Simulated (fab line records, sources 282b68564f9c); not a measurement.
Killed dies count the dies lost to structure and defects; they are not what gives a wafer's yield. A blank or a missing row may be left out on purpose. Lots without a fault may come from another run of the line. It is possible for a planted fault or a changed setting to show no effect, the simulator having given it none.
fab line records / flow rit-cmos
[record] lots = 5 wafers = 15 last-day = 7
route steps=202 shown PLDD@116 SPACER@125 M1@202
lots that met no fault: taken from a fault-free run of the same line
start-h: start of the lot's first displayed wafer, in hours after the record's first day / wait-h: hours since the lot's step before / " same as the row above / L1.1+2: one row covering several wafers at once / - no value, or no start given / * or withheld: withheld / < > ~ a bound
route shown NAME@n: names a module that has steps shown in the file, with the first one's number in the route / usual: mean/standard deviation taken from wafers without a fault / same: alike in all rows / chamber/n: place in a boat / sites: the reading at each site / _std_site: the standard deviation of these / _edge_site: the outer-site mean with the inner-site mean subtracted / radius-mm: how far each site lies from the wafer's centre / mask NAME#n: copy n / behind: the last tool/chamber to shape the wafer / hold: the reason the lot was held/the length of the hold in hours/how it ended / device: whichever transistor did not switch (one of n, p or np) / end of line: the same wafers' tests at the end of the route / step lacking rows: just its recipe / killed: count of dies lost to structure and defects at first sort (not the wafer's yield) / map: a wafer's dies, marking killed ones x, the rest . and places with no die _
set.NAME: the setting the step ran with; set.NAME@STEP: the setting that earlier step ran with / model.NAME: the simulator's own value behind a step, which no gauge read
certain route steps with their lots: each step a table, each wafer a row
services: when a tool's chamber went out of use (start-h, in hours from the record's first day, below 0 if earlier), for how many hours, and the reason
[[steps]]
[step RIT_PLDD_SOFTBAKE_02]
[recipe] resist = NOVOLAK temp-c = 90 time-s = 60
[step RIT_PLDD_EXPOSE_03]
[recipe] mask-id = M8 na = 0.57 target-cd-nm = 40900 dose-mj = 250
[step RIT_PLDD_PEB_04]
[recipe] resist = NOVOLAK temp-c = withheld time-s = withheld
[step RIT_PLDD_DEVELOP_05]
[recipe] resist = NOVOLAK develop-time-s = 50 dev-temp-c = 23
[step RIT_PLDD_OVL_MEAS_06]
[usual] PLDD_OVL = -0.5/1.2
lot.wafer=L228.4 tool=overlay-02 chamber=- start-h=58.29 wait-h=- PLDD_OVL[nm]=-1.3
lot.wafer=L228.5 tool=overlay-02 chamber=- start-h=58.29 wait-h=- PLDD_OVL[nm]=1.0
lot.wafer=L228.6 tool=overlay-02 chamber=- start-h=58.29 wait-h=- PLDD_OVL[nm]=-1.5
lot.wafer=L235.2 tool=overlay-01 chamber=- start-h=100.69 wait-h=- PLDD_OVL[nm]=2.7
lot.wafer=L235.5 tool=overlay-01 chamber=- start-h=100.69 wait-h=- PLDD_OVL[nm]=2.8
lot.wafer=L235.6 tool=overlay-01 chamber=- start-h=100.69 wait-h=- PLDD_OVL[nm]=1.4
lot.wafer=L237.3 tool=overlay-01 chamber=- start-h=110.34 wait-h=- PLDD_OVL[nm]=-1.1
lot.wafer=L237.4 tool=overlay-01 chamber=- start-h=110.34 wait-h=- PLDD_OVL[nm]=-0.5
lot.wafer=L237.6 tool=overlay-01 chamber=- start-h=110.34 wait-h=- PLDD_OVL[nm]=-1.8
lot.wafer=L243.1 tool=overlay-02 chamber=- start-h=143.92 wait-h=- PLDD_OVL[nm]=-0.2
lot.wafer=L243.2 tool=overlay-02 chamber=- start-h=143.92 wait-h=- PLDD_OVL[nm]=-2.0
lot.wafer=L243.5 tool=overlay-02 chamber=- start-h=143.92 wait-h=- PLDD_OVL[nm]=-1.4
lot.wafer=L245.2 tool=overlay-02 chamber=- start-h=148.89 wait-h=- PLDD_OVL[nm]=0.0
lot.wafer=L245.4 tool=overlay-02 chamber=- start-h=148.89 wait-h=- PLDD_OVL[nm]=0.1
lot.wafer=L245.6 tool=overlay-02 chamber=- start-h=148.89 wait-h=- PLDD_OVL[nm]=-1.4
[step RIT_PLDD_HARDBAKE_07]
[recipe] resist = NOVOLAK temp-c = 140 time-s = 60
[step RIT_PLDD_IMPLANT_08]
[recipe] species = BF2 energy-kev = 20 dose-cm2 = 9e+14 tilt-deg = 7
[step RIT_PLDD_STRIP_09]
[recipe] chemistry = O2 time-s = 180 resist = NOVOLAK platen-temp-c = withheld power-w = 500 pressure-mtorr = 4000 o2-flow-sccm = 4000
[usual] drypump-motor-current-A = 5.56/0.26 o2-flow-sccm = 4000/13
lot.wafer=L228.4 tool=plasma-asher-03 chamber=0 start-h=58.75 wait-h=0.1 drypump-motor-current-A=5.89 o2-flow-sccm=3997 rf-hours-counter-h=-
lot.wafer=L228.5 tool=plasma-asher-03 chamber=1 start-h=58.75 wait-h=0.1 drypump-motor-current-A=5.66 o2-flow-sccm=3985 rf-hours-counter-h=-
lot.wafer=L228.6 tool=plasma-asher-03 chamber=0 start-h=58.75 wait-h=0.1 drypump-motor-current-A=5.89 o2-flow-sccm=3979 rf-hours-counter-h=-
lot.wafer=L235.2 tool=plasma-asher-04 chamber=0 start-h=101.12 wait-h=0.1 drypump-motor-current-A=5.89 o2-flow-sccm=3997 rf-hours-counter-h=45
lot.wafer=L235.5 tool=plasma-asher-04 chamber=1 start-h=101.12 wait-h=0.1 drypump-motor-current-A=5.27 o2-flow-sccm=3984 rf-hours-counter-h=-
lot.wafer=L235.6 tool=plasma-asher-04 chamber=0 start-h=101.12 wait-h=0.1 drypump-motor-current-A=5.88 o2-flow-sccm=4013 rf-hours-counter-h=-
lot.wafer=L237.3 tool=plasma-asher-02 chamber=0 start-h=110.72 wait-h=0.1 drypump-motor-current-A=5.35 o2-flow-sccm=4028 rf-hours-counter-h=-
lot.wafer=L237.4 tool=plasma-asher-02 chamber=1 start-h=110.72 wait-h=0.1 drypump-motor-current-A=5.34 o2-flow-sccm=4008 rf-hours-counter-h=-
lot.wafer=L237.6 tool=plasma-asher-02 chamber=0 start-h=110.72 wait-h=0.1 drypump-motor-current-A=5.34 o2-flow-sccm=4026 rf-hours-counter-h=-
lot.wafer=L243.1 tool=plasma-asher-04 chamber=0 start-h=144.26 wait-h=0.1 drypump-motor-current-A=5.96 o2-flow-sccm=3981 rf-hours-counter-h=3
lot.wafer=L243.2 tool=plasma-asher-04 chamber=1 start-h=144.26 wait-h=0.1 drypump-motor-current-A=5.28 o2-flow-sccm=4004 rf-hours-counter-h=3
lot.wafer=L243.5 tool=plasma-asher-04 chamber=1 start-h=144.26 wait-h=0.1 drypump-motor-current-A=5.28 o2-flow-sccm=3995 rf-hours-counter-h=-
lot.wafer=L245.2 tool=plasma-asher-03 chamber=0 start-h=149.27 wait-h=0.1 drypump-motor-current-A=5.88 o2-flow-sccm=3991 rf-hours-counter-h=32
lot.wafer=L245.4 tool=plasma-asher-03 chamber=0 start-h=149.27 wait-h=0.1 drypump-motor-current-A=5.87 o2-flow-sccm=3988 rf-hours-counter-h=-
lot.wafer=L245.6 tool=plasma-asher-03 chamber=0 start-h=149.27 wait-h=0.1 drypump-motor-current-A=5.87 o2-flow-sccm=4012 rf-hours-counter-h=-
[step RIT_PLDD_TW_MEAS_10]
[usual] PLDD_TW = 2361/15
lot.wafer=L228.4 tool=film-metro-04 chamber=- start-h=58.89 wait-h=0.1 PLDD_TW=2329
lot.wafer=L228.5 tool=film-metro-04 chamber=- start-h=58.89 wait-h=0.1 PLDD_TW=2333
lot.wafer=L228.6 tool=film-metro-04 chamber=- start-h=58.89 wait-h=0.1 PLDD_TW=2319
lot.wafer=L235.2 tool=film-metro-02 chamber=- start-h=101.30 wait-h=0.1 PLDD_TW=2361
lot.wafer=L235.5 tool=film-metro-02 chamber=- start-h=101.30 wait-h=0.1 PLDD_TW=2358
lot.wafer=L235.6 tool=film-metro-02 chamber=- start-h=101.30 wait-h=0.1 PLDD_TW=2358
lot.wafer=L237.3 tool=film-metro-02 chamber=- start-h=110.86 wait-h=0.1 PLDD_TW=2358
lot.wafer=L237.4 tool=film-metro-02 chamber=- start-h=110.86 wait-h=0.1 PLDD_TW=2351
lot.wafer=L237.6 tool=film-metro-02 chamber=- start-h=110.86 wait-h=0.1 PLDD_TW=2348
lot.wafer=L243.1 tool=film-metro-03 chamber=- start-h=144.43 wait-h=0.1 PLDD_TW=2379
lot.wafer=L243.2 tool=film-metro-03 chamber=- start-h=144.43 wait-h=0.1 PLDD_TW=2384
lot.wafer=L243.5 tool=film-metro-03 chamber=- start-h=144.43 wait-h=0.1 PLDD_TW=2365
lot.wafer=L245.2 tool=film-metro-02 chamber=- start-h=149.45 wait-h=0.1 PLDD_TW=2366
lot.wafer=L245.4 tool=film-metro-02 chamber=- start-h=149.45 wait-h=0.1 PLDD_TW=2368
lot.wafer=L245.6 tool=film-metro-02 chamber=- start-h=149.45 wait-h=0.1 PLDD_TW=2366
[step RIT_SPACER_CLEAN_00]
[recipe] chemistry = SC1 mix = 3:3:50 time-s = 600 temp-c = 75
[step RIT_SPACER_CLEAN_01]
[recipe] chemistry = dHF dilution = 50:1 time-s = 30
[step RIT_SPACER_CLEAN_02]
[recipe] chemistry = SC2 mix = 3:3:50 time-s = 600 temp-c = 75 dry = n2-spin
[step RIT_SPACER_CVD_03]
[recipe] material = Si3N4 target-thk-nm = 250 temp-c = 810 precursor = SiH2Cl2/NH3 time-s = 3300 pressure-mtorr = 300 sih2cl2-flow-sccm = 57.16 nh3-flow-sccm = 150
[usual] spike-tc-centre-C = 812.1/1.1 spike-tc-load-C = 835.5/1.6 spike-tc-source-C = 830.7/1.4 susceptor-temp-C = 810.1/0.35 zone-power-source-pct = 22.7/0.82
lot.wafer=L228.4 tool=lpcvd-01 chamber=1 start-h=59.53 wait-h=0.2 spike-tc-centre-C=813.5 spike-tc-load-C=832.3 spike-tc-source-C=828.2 susceptor-temp-C=810.5 zone-power-source-pct=21.4 model.Si3N4_of_SPACER_CVD_03.thk-nm=247.7
lot.wafer=L228.5 tool=lpcvd-01 chamber=1 start-h=59.53 wait-h=0.2 spike-tc-centre-C=812.6 spike-tc-load-C=835.5 spike-tc-source-C=829.3 susceptor-temp-C=809.9 zone-power-source-pct=21.4 model.Si3N4_of_SPACER_CVD_03.thk-nm=248.3
lot.wafer=L228.6 tool=lpcvd-01 chamber=1 start-h=59.53 wait-h=0.2 spike-tc-centre-C=812.1 spike-tc-load-C=835.3 spike-tc-source-C=829.4 susceptor-temp-C=810.4 zone-power-source-pct=21.4 model.Si3N4_of_SPACER_CVD_03.thk-nm=248
lot.wafer=L235.2 tool=lpcvd-01 chamber=1 start-h=101.75 wait-h=0.0 spike-tc-centre-C=810.9 spike-tc-load-C=834.8 spike-tc-source-C=829.2 susceptor-temp-C=810.1 zone-power-source-pct=21.3 model.Si3N4_of_SPACER_CVD_03.thk-nm=243.8
lot.wafer=L235.5 tool=lpcvd-01 chamber=1 start-h=101.75 wait-h=0.0 spike-tc-centre-C=811.8 spike-tc-load-C=833.5 spike-tc-source-C=829.6 susceptor-temp-C=810.0 zone-power-source-pct=21.7 model.Si3N4_of_SPACER_CVD_03.thk-nm=245
lot.wafer=L235.6 tool=lpcvd-01 chamber=1 start-h=101.75 wait-h=0.0 spike-tc-centre-C=810.7 spike-tc-load-C=834.8 spike-tc-source-C=829.8 susceptor-temp-C=810.0 zone-power-source-pct=21.9 model.Si3N4_of_SPACER_CVD_03.thk-nm=245.3
lot.wafer=L237.3 tool=lpcvd-02 chamber=0 start-h=111.30 wait-h=0.0 spike-tc-centre-C=811.3 spike-tc-load-C=837.9 spike-tc-source-C=829.8 susceptor-temp-C=809.9 zone-power-source-pct=22.8 model.Si3N4_of_SPACER_CVD_03.thk-nm=247.6
lot.wafer=L237.4 tool=lpcvd-02 chamber=0 start-h=111.30 wait-h=0.0 spike-tc-centre-C=812.2 spike-tc-load-C=837.9 spike-tc-source-C=829.7 susceptor-temp-C=810.0 zone-power-source-pct=23.5 model.Si3N4_of_SPACER_CVD_03.thk-nm=247.3
lot.wafer=L237.6 tool=lpcvd-02 chamber=0 start-h=111.30 wait-h=0.0 spike-tc-centre-C=811.8 spike-tc-load-C=837.0 spike-tc-source-C=830.5 susceptor-temp-C=810.6 zone-power-source-pct=23.0 model.Si3N4_of_SPACER_CVD_03.thk-nm=247.7
lot.wafer=L243.1 tool=lpcvd-01 chamber=0 start-h=144.88 wait-h=0.0 spike-tc-centre-C=811.1 spike-tc-load-C=835.6 spike-tc-source-C=831.1 susceptor-temp-C=810.2 zone-power-source-pct=23.1 model.Si3N4_of_SPACER_CVD_03.thk-nm=246.2
lot.wafer=L243.2 tool=lpcvd-01 chamber=0 start-h=144.88 wait-h=0.0 spike-tc-centre-C=811.6 spike-tc-load-C=837.9 spike-tc-source-C=832.7 susceptor-temp-C=810.4 zone-power-source-pct=23.4 model.Si3N4_of_SPACER_CVD_03.thk-nm=246.9
lot.wafer=L243.5 tool=lpcvd-01 chamber=0 start-h=144.88 wait-h=0.0 spike-tc-centre-C=812.0 spike-tc-load-C=838.1 spike-tc-source-C=831.2 susceptor-temp-C=810.9 zone-power-source-pct=23.6 model.Si3N4_of_SPACER_CVD_03.thk-nm=246.2
lot.wafer=L245.2 tool=lpcvd-02 chamber=1 start-h=149.89 wait-h=0.0 spike-tc-centre-C=858.4 spike-tc-load-C=877.3 spike-tc-source-C=877.3 susceptor-temp-C=855.1 zone-power-source-pct=26.6 model.Si3N4_of_SPACER_CVD_03.thk-nm=411.6
lot.wafer=L245.4 tool=lpcvd-02 chamber=1 start-h=149.89 wait-h=0.0 spike-tc-centre-C=858.1 spike-tc-load-C=879.4 spike-tc-source-C=876.2 susceptor-temp-C=855.4 zone-power-source-pct=26.1 model.Si3N4_of_SPACER_CVD_03.thk-nm=408.2
lot.wafer=L245.6 tool=lpcvd-02 chamber=1 start-h=149.89 wait-h=0.0 spike-tc-centre-C=856.2 spike-tc-load-C=880.3 spike-tc-source-C=878.8 susceptor-temp-C=855.4 zone-power-source-pct=26.3 model.Si3N4_of_SPACER_CVD_03.thk-nm=407.2
[step RIT_SPACER_THK_MEAS_04]
[recipe] reads = Si3N4_of_SPACER_CVD_03
[usual] SPACER_NITRIDE_THK = 245.8/2.7
lot.wafer=L228.4 tool=film-metro-02 chamber=- start-h=61.48 wait-h=0.0 SPACER_NITRIDE_THK[nm]=247.9
lot.wafer=L228.5 tool=film-metro-02 chamber=- start-h=61.48 wait-h=0.0 SPACER_NITRIDE_THK[nm]=248.1
lot.wafer=L228.6 tool=film-metro-02 chamber=- start-h=61.48 wait-h=0.0 SPACER_NITRIDE_THK[nm]=248.0
lot.wafer=L235.2 tool=film-metro-01 chamber=- start-h=103.68 wait-h=0.0 SPACER_NITRIDE_THK[nm]=243.7
lot.wafer=L235.5 tool=film-metro-01 chamber=- start-h=103.68 wait-h=0.0 SPACER_NITRIDE_THK[nm]=245.1
lot.wafer=L235.6 tool=film-metro-01 chamber=- start-h=103.68 wait-h=0.0 SPACER_NITRIDE_THK[nm]=245.2
lot.wafer=L237.3 tool=film-metro-01 chamber=- start-h=113.23 wait-h=0.0 SPACER_NITRIDE_THK[nm]=247.6
lot.wafer=L237.4 tool=film-metro-01 chamber=- start-h=113.23 wait-h=0.0 SPACER_NITRIDE_THK[nm]=247.1
lot.wafer=L237.6 tool=film-metro-01 chamber=- start-h=113.23 wait-h=0.0 SPACER_NITRIDE_THK[nm]=247.7
lot.wafer=L243.1 tool=film-metro-02 chamber=- start-h=146.79 wait-h=0.0 SPACER_NITRIDE_THK[nm]=246.2
lot.wafer=L243.2 tool=film-metro-02 chamber=- start-h=146.79 wait-h=0.0 SPACER_NITRIDE_THK[nm]=246.8
lot.wafer=L243.5 tool=film-metro-02 chamber=- start-h=146.79 wait-h=0.0 SPACER_NITRIDE_THK[nm]=246.1
lot.wafer=L245.2 tool=film-metro-03 chamber=- start-h=151.81 wait-h=0.0 SPACER_NITRIDE_THK[nm]=411.2
lot.wafer=L245.4 tool=film-metro-03 chamber=- start-h=151.81 wait-h=0.0 SPACER_NITRIDE_THK[nm]=408.0
lot.wafer=L245.6 tool=film-metro-03 chamber=- start-h=151.81 wait-h=0.0 SPACER_NITRIDE_THK[nm]=407.6
[step RIT_SPACER_ETCHBACK_05]
[recipe] target-depth-a = 2500 SF6_flow_sccm = 30 CHF3_flow_sccm = 30 target = Si3N4 chemistry = SF6/CHF3 pressure-mtorr = 40 rf-w = 250 time-s = 240 stop-on = SiO2
[usual] drypump-motor-current-A = 5.7/0.45 oes-product-au = 0.833/0.016 throttle-valve-pct = 10.29/0.15
lot.wafer=L228.4 tool=rie-diel-04 chamber=1 start-h=61.51 wait-h=0.0 drypump-motor-current-A=6.2 oes-product-au=0.815 rf-hours-counter-h=121 throttle-valve-pct=10.22 model.Si3N4_of_SPACER_CVD_03.thk-nm=195.9 model.etch.depth-nm=247.7
lot.wafer=L228.5 tool=rie-diel-04 chamber=1 start-h=61.51 wait-h=0.0 drypump-motor-current-A=6.2 oes-product-au=0.817 rf-hours-counter-h=- throttle-valve-pct=10.24 model.Si3N4_of_SPACER_CVD_03.thk-nm=196.3 model.etch.depth-nm=248.3
lot.wafer=L228.6 tool=rie-diel-04 chamber=0 start-h=61.51 wait-h=0.0 drypump-motor-current-A=4.8 oes-product-au=0.833 rf-hours-counter-h=- throttle-valve-pct=10.55 model.Si3N4_of_SPACER_CVD_03.thk-nm=195.1 model.etch.depth-nm=248
lot.wafer=L235.2 tool=rie-diel-02 chamber=1 start-h=103.73 wait-h=0.0 drypump-motor-current-A=5.2 oes-product-au=0.845 rf-hours-counter-h=71 throttle-valve-pct=10.21 model.Si3N4_of_SPACER_CVD_03.thk-nm=189.7 model.etch.depth-nm=243.8
lot.wafer=L235.5 tool=rie-diel-02 chamber=3 start-h=103.73 wait-h=0.0 drypump-motor-current-A=6.0 oes-product-au=0.840 rf-hours-counter-h=- throttle-valve-pct=10.54 model.Si3N4_of_SPACER_CVD_03.thk-nm=191 model.etch.depth-nm=245
lot.wafer=L235.6 tool=rie-diel-02 chamber=0 start-h=103.73 wait-h=0.0 drypump-motor-current-A=5.8 oes-product-au=0.829 rf-hours-counter-h=- throttle-valve-pct=10.16 model.Si3N4_of_SPACER_CVD_03.thk-nm=190.6 model.etch.depth-nm=245.3
lot.wafer=L237.3 tool=rie-diel-03 chamber=2 start-h=113.27 wait-h=0.0 drypump-motor-current-A=5.8 oes-product-au=0.844 rf-hours-counter-h=105 throttle-valve-pct=10.34 model.Si3N4_of_SPACER_CVD_03.thk-nm=195.1 model.etch.depth-nm=247.6
lot.wafer=L237.4 tool=rie-diel-03 chamber=0 start-h=113.27 wait-h=0.0 drypump-motor-current-A=5.8 oes-product-au=0.854 rf-hours-counter-h=83 throttle-valve-pct=10.09 model.Si3N4_of_SPACER_CVD_03.thk-nm=193.9 model.etch.depth-nm=247.3
lot.wafer=L237.6 tool=rie-diel-03 chamber=2 start-h=113.27 wait-h=0.0 drypump-motor-current-A=5.8 oes-product-au=0.837 rf-hours-counter-h=- throttle-valve-pct=10.35 model.Si3N4_of_SPACER_CVD_03.thk-nm=195.2 model.etch.depth-nm=247.7
lot.wafer=L243.1 tool=rie-diel-04 chamber=3 start-h=146.85 wait-h=0.1 drypump-motor-current-A=5.9 oes-product-au=0.830 rf-hours-counter-h=131 throttle-valve-pct=10.18 model.Si3N4_of_SPACER_CVD_03.thk-nm=193.9 model.etch.depth-nm=246.2
lot.wafer=L243.2 tool=rie-diel-04 chamber=0 start-h=146.85 wait-h=0.1 drypump-motor-current-A=4.8 oes-product-au=0.828 rf-hours-counter-h=79 throttle-valve-pct=10.53 model.Si3N4_of_SPACER_CVD_03.thk-nm=193.3 model.etch.depth-nm=246.9
lot.wafer=L243.5 tool=rie-diel-04 chamber=1 start-h=146.85 wait-h=0.1 drypump-motor-current-A=6.2 oes-product-au=0.814 rf-hours-counter-h=- throttle-valve-pct=10.21 model.Si3N4_of_SPACER_CVD_03.thk-nm=194.1 model.etch.depth-nm=246.2
lot.wafer=L245.2 tool=rie-diel-04 chamber=2 start-h=151.86 wait-h=0.0 drypump-motor-current-A=6.3 oes-product-au=0.987 rf-hours-counter-h=5 throttle-valve-pct=10.38 model.Si3N4_of_SPACER_CVD_03.thk-nm=322.7 model.etch.depth-nm=312.4
lot.wafer=L245.4 tool=rie-diel-04 chamber=1 start-h=151.86 wait-h=0.0 drypump-motor-current-A=6.2 oes-product-au=0.953 rf-hours-counter-h=123 throttle-valve-pct=10.29 model.Si3N4_of_SPACER_CVD_03.thk-nm=322.2 model.etch.depth-nm=304.6
lot.wafer=L245.6 tool=rie-diel-04 chamber=1 start-h=151.86 wait-h=0.0 drypump-motor-current-A=6.2 oes-product-au=0.962 rf-hours-counter-h=- throttle-valve-pct=10.27 model.Si3N4_of_SPACER_CVD_03.thk-nm=321.2 model.etch.depth-nm=305.5
[step RIT_M1_PROBE_99]
[usual] killed-at-front-end = 7/3.2 killed-dies = 7/3.2 killed-on-rim = 2.1/1.5 killed-open = 3.5/2.2 killed-short = 3.6/2.1
[same] gross-dies = 264 killed_at_M0_to_M3 = 0 killed_at_M4_up = 0 killed-at-back-side = 0 killed-at-contacts = 0 killed-at-other = 0
lot.wafer=L228.4 tool=prober-02 chamber=- start-h=74.46 wait-h=0.2 killed-at-front-end=5 killed-dies=5 killed-on-rim=0 killed-open=0 killed-short=5
lot.wafer=L228.5 tool=prober-02 chamber=- start-h=74.51 wait-h=0.2 killed-at-front-end=19 killed-dies=19 killed-on-rim=6 killed-open=10 killed-short=9
lot.wafer=L228.6 tool=prober-02 chamber=- start-h=74.56 wait-h=0.2 killed-at-front-end=12 killed-dies=12 killed-on-rim=2 killed-open=5 killed-short=7
lot.wafer=L235.2 tool=prober-01 chamber=- start-h=114.58 wait-h=0.1 killed-at-front-end=10 killed-dies=10 killed-on-rim=4 killed-open=5 killed-short=5
lot.wafer=L235.5 tool=prober-01 chamber=- start-h=114.73 wait-h=0.2 killed-at-front-end=5 killed-dies=5 killed-on-rim=1 killed-open=2 killed-short=3
lot.wafer=L235.6 tool=prober-01 chamber=- start-h=114.78 wait-h=0.2 killed-at-front-end=6 killed-dies=6 killed-on-rim=3 killed-open=5 killed-short=1
lot.wafer=L237.3 tool=prober-01 chamber=- start-h=124.47 wait-h=0.2 killed-at-front-end=6 killed-dies=6 killed-on-rim=1 killed-open=5 killed-short=1
lot.wafer=L237.4 tool=prober-01 chamber=- start-h=124.52 wait-h=0.2 killed-at-front-end=4 killed-dies=4 killed-on-rim=1 killed-open=2 killed-short=2
lot.wafer=L237.6 tool=prober-01 chamber=- start-h=124.62 wait-h=0.2 killed-at-front-end=12 killed-dies=12 killed-on-rim=4 killed-open=5 killed-short=7
lot.wafer=L243.1 tool=prober-01 chamber=- start-h=158.41 wait-h=0.1 killed-at-front-end=4 killed-dies=4 killed-on-rim=1 killed-open=0 killed-short=4
lot.wafer=L243.2 tool=prober-01 chamber=- start-h=158.46 wait-h=0.1 killed-at-front-end=2 killed-dies=2 killed-on-rim=0 killed-open=2 killed-short=0
lot.wafer=L243.5 tool=prober-01 chamber=- start-h=158.61 wait-h=0.2 killed-at-front-end=7 killed-dies=7 killed-on-rim=2 killed-open=5 killed-short=2
lot.wafer=L245.2 tool=prober-02 chamber=- start-h=164.82 wait-h=0.1 killed-at-front-end=264 killed-dies=264 killed-on-rim=70 killed-open=2 killed-short=4
lot.wafer=L245.4 tool=prober-02 chamber=- start-h=164.92 wait-h=0.2 killed-at-front-end=264 killed-dies=264 killed-on-rim=70 killed-open=3 killed-short=1
lot.wafer=L245.6 tool=prober-02 chamber=- start-h=165.02 wait-h=0.2 killed-at-front-end=264 killed-dies=264 killed-on-rim=70 killed-open=2 killed-short=3
// killed by level:class
L228.4 SPACER:geometric-particle:short=4 SILICIDE:geometric-particle:short=1
L228.5 FOX1:geometric-particle:open=3 FOX1:geometric-particle:short=2 GATE:geometric-particle:short=2 GATE:geometric-particle:open=2 REOX:geometric-particle:short=2 SILICIDE:geometric-particle:short=2 SILICIDE:geometric-particle:open=2 FOX2:geometric-particle:open=1
L228.6 GATE:geometric-particle:short=4 GATE:geometric-particle:open=3 SPACER:geometric-particle:short=2 FOX1:geometric-particle:short=1 SPACER:geometric-particle:open=1 SILICIDE:geometric-particle:open=1
L235.2 REOX:geometric-particle:short=4 FOX1:geometric-particle:open=2 FOX2:geometric-particle:open=1 GATE:geometric-particle:short=1 REOX:geometric-particle:open=1 SPACER:geometric-particle:open=1
L235.5 FOX1:geometric-particle:open=2 SPACER:geometric-particle:short=2 FOX2:geometric-particle:short=1
L235.6 REOX:geometric-particle:open=2 SPACER:geometric-particle:open=2 FOX1:geometric-particle:short=1 FOX1:geometric-particle:open=1
L237.3 FOX1:geometric-particle:open=2 GATE:geometric-particle:open=2 ACTIVE:geometric-particle:short=1 FOX2:geometric-particle:open=1
L237.4 FOX1:geometric-particle:open=1 GATE:geometric-particle:open=1 GATE:geometric-particle:short=1 SILICIDE:geometric-particle:short=1
L237.6 GATE:geometric-particle:short=3 SPACER:geometric-particle:open=3 GATE:geometric-particle:open=2 SPACER:geometric-particle:short=2 FOX1:geometric-particle:short=1 REOX:geometric-particle:short=1
L243.1 FOX1:geometric-particle:short=2 GATE:geometric-particle:short=2
L243.2 SPACER:geometric-particle:open=2
L243.5 SPACER:geometric-particle:open=2 SPACER:geometric-particle:short=2 SILICIDE:geometric-particle:open=2 GATE:geometric-particle:open=1
L245.2 SPACER:area-etchback=258 FOX1:geometric-particle:short=2 FOX2:geometric-particle:short=1 GATE:geometric-particle:open=1 REOX:geometric-particle:open=1 SILICIDE:geometric-particle:short=1
L245.4 SPACER:area-etchback=260 REOX:geometric-particle:open=3 REOX:geometric-particle:short=1
L245.6 SPACER:area-etchback=259 FOX1:geometric-particle:open=1 FOX1:geometric-particle:short=1 FOX2:geometric-particle:short=1 SPACER:geometric-particle:open=1 SILICIDE:geometric-particle:short=1
// map L245.2 (x killed, . not)
________xxxxxxx_______
_____xxxxxxxxxxxxx____
____xxxxxxxxxxxxxxx___
___xxxxxxxxxxxxxxxxx__
__xxxxxxxxxxxxxxxxxxx_
__xxxxxxxxxxxxxxxxxxx_
_xxxxxxxxxxxxxxxxxxxxx
_xxxxxxxxxxxxxxxxxxxxx
_xxxxxxxxxxxxxxxxxxxxx
_xxxxxxxxxxxxxxxxxxxxx
__xxxxxxxxxxxxxxxxxxx_
__xxxxxxxxxxxxxxxxxxx_
___xxxxxxxxxxxxxxxxx__
____xxxxxxxxxxxxxxx___
_____xxxxxxxxxxxxx____
________xxxxxxx_______
// map L237.6 (x killed, . not)
________...x..._______
_____x...x........____
____...............___
___.................__
__..................._
__.x..............x.._
_...........x.........
_..........x..........
_.....................
_...x..........x......
__..................._
__x.............x...._
___.................__
____...............___
_____.............____
________......x_______
[[services]]
tool=plasma-asher-04 chamber=- start-h=43.51 hours=3.7 kind=repair
tool=rie-diel-02 chamber=2 start-h=47.65 hours=16.1 kind=repair
tool=plasma-asher-04 chamber=- start-h=51.11 hours=3.1 kind=repair
tool=rie-diel-04 chamber=2 start-h=62.58 hours=1.5 kind=repair
tool=plasma-asher-03 chamber=- start-h=69.14 hours=3.4 kind=repair
tool=plasma-asher-04 chamber=- start-h=77.09 hours=1.1 kind=repair
tool=lpcvd-01 chamber=- start-h=86.04 hours=0.6 kind=repair
tool=rie-diel-03 chamber=2 start-h=99.34 hours=4.8 kind=repair
tool=rie-diel-04 chamber=3 start-h=103.86 hours=3.8 kind=repair
tool=rie-diel-03 chamber=- start-h=105.01 hours=0.9 kind=repair
tool=plasma-asher-04 chamber=- start-h=108.75 hours=9.0 kind=pm
tool=plasma-asher-04 chamber=0 start-h=108.75 hours=9.0 kind=vent-cycle
tool=plasma-asher-04 chamber=1 start-h=108.75 hours=9.0 kind=vent-cycle
tool=plasma-asher-04 chamber=0 start-h=117.75 hours=- kind=clean
tool=plasma-asher-04 chamber=1 start-h=117.75 hours=- kind=clean
tool=rie-diel-02 chamber=3 start-h=121.40 hours=9.6 kind=repair
tool=plasma-asher-03 chamber=- start-h=121.61 hours=15.6 kind=pm
tool=rie-diel-03 chamber=3 start-h=124.09 hours=15.3 kind=repair
tool=plasma-asher-04 chamber=- start-h=131.12 hours=4.3 kind=pm
tool=plasma-asher-03 chamber=- start-h=146.76 hours=0.7 kind=repair
[[key]]
[first-sign] step = RIT_SPACER_CVD_03 reading = susceptor-temp-C direction = up sigmas = 99+ usual = * struck = *
[effect] step = RIT_SPACER_CVD_03 reading = spike-tc-centre-C direction = up sigmas = 40 usual = 812.1 struck = 857.5
[effect] step = RIT_SPACER_THK_MEAS_04 reading = SPACER_NITRIDE_THK direction = up sigmas = 59 usual = 245.8 struck = 408.9
[effect] step = RIT_SPACER_ETCHBACK_05 reading = oes-product-au direction = up sigmas = 8.6 usual = 0.833 struck = 0.967
[effect] step = RIT_M1_PROBE_99 reading = killed-dies direction = up sigmas = 80 usual = 7 struck = 264
[model-effect] step = RIT_SPACER_CVD_03 value = Si3N4_of_SPACER_CVD_03.thk-nm without = 240.9 struck = 409
[model-effect] step = RIT_SPACER_ETCHBACK_05 value = Si3N4_of_SPACER_CVD_03.thk-nm without = 189.7 struck = 322
[more-kills-born-at] RIT_SPACER_ETCHBACK_05@rie-diel-04 = 777
met-at RIT_SPACER_CVD_03
struck-wafers L245.2,L245.4,L245.6
later-rows-left-out L245.2,L245.4,L245.6
tester-left-out L245
[fault] kind = process-parameter-drift tool = lpcvd-02 chamber = 1 onset-h = 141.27 steps = RIT_SPACER_CVD_03 channel = temp-c offset = * shape = step end-h = 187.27 acts-in = * stated = *
// tester-left-out: of these lots the tester's yield and bins aren't shown, on N5 and GAA mostly nor the transistor test; their killed dies are dies lost to structure and defects alone, not to doping, threshold or leakage, so they don't give the yield
// later-rows-left-out: the simulator's readings of these wafers behind a module that went badly wrong aren't trusted and aren't shown, but for the sort
